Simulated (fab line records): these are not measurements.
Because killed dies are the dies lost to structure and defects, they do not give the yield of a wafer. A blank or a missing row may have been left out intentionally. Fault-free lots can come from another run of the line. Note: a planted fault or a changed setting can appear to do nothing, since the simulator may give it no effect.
The tool behind it: which one? | flow rit_cmos | 6 lots, 18 wafers sampled, at 3 steps of a route of 202

== WHAT THE GAUGES READ, wafer by wafer ==
RIT_NLDD_OVL_MEAS_06.
lot  | measured    | on         | NLDD_OVL (nm)
L270 | day 3 04:15 | overlay-02 | -1.6 -1.6 -1.1
L274 | day 3 22:38 | overlay-02 | 0.1 -0.2 -0.6
L276 | day 4 10:10 | overlay-01 | -0.3 -0.8 0.1
L279 | day 4 23:51 | overlay-01 | -0.6 -1.7 -1.1
L287 | day 6 21:11 | overlay-01 | 2.2 0.6 1.0
L289 | day 7 06:07 | overlay-01 | 0.5 -0.4 0.7

== TOOL THAT RAN EACH LOT (tool first, then ch and the chambers of the sampled wafers, then the start) ==
lot  | RIT_PRETRO_STRIP_09                 | RIT_GATE_STRIP_20
L270 | plasma_asher-01 ch 0,1, day 2 17:51 | plasma_asher-02 ch 0,1, day 2 23:49
L274 | plasma_asher-04 ch 0,1, day 3 12:52 | plasma_asher-03 ch 0,1, day 3 17:56
L276 | plasma_asher-01 ch 0,1, day 3 23:34 | plasma_asher-02 ch 0,1, day 4 06:02
L279 | plasma_asher-01 ch 0,1, day 4 14:26 | plasma_asher-03 ch 0,1, day 4 19:37
L287 | plasma_asher-04 ch 0,1, day 6 08:48 | plasma_asher-03 ch 0,1, day 6 15:58
L289 | plasma_asher-04 ch 0,1, day 6 18:54 | plasma_asher-01 ch 0,1, day 7 01:59
- RIT_PRETRO_STRIP_09: strips in O2, time 180 s.
- RIT_GATE_STRIP_20: strips in O2, time 180 s.

== THE ANSWER, worked out from the rows above alone ==
Rule: what is usual is taken from the lots themselves. Put in order of their means at a reading, lots are off if they are a third of the lots or fewer, leave a main group of 4 or more, and stand apart from it by a gap of 3 or more times the standard deviation of the main group's means; of several such gaps the widest counts. The tables above print the reading to a certain number of digits; a main group whose means all agree to those digits is not used. A lot without any number at a reading at which 4 lots or more have one is off too. All remaining lots with rows at the step are treated as sound.
Across all readings shown, no lot is off: no conclusion can be drawn from this.

== WHAT THE SIMULATOR PUT IN ==
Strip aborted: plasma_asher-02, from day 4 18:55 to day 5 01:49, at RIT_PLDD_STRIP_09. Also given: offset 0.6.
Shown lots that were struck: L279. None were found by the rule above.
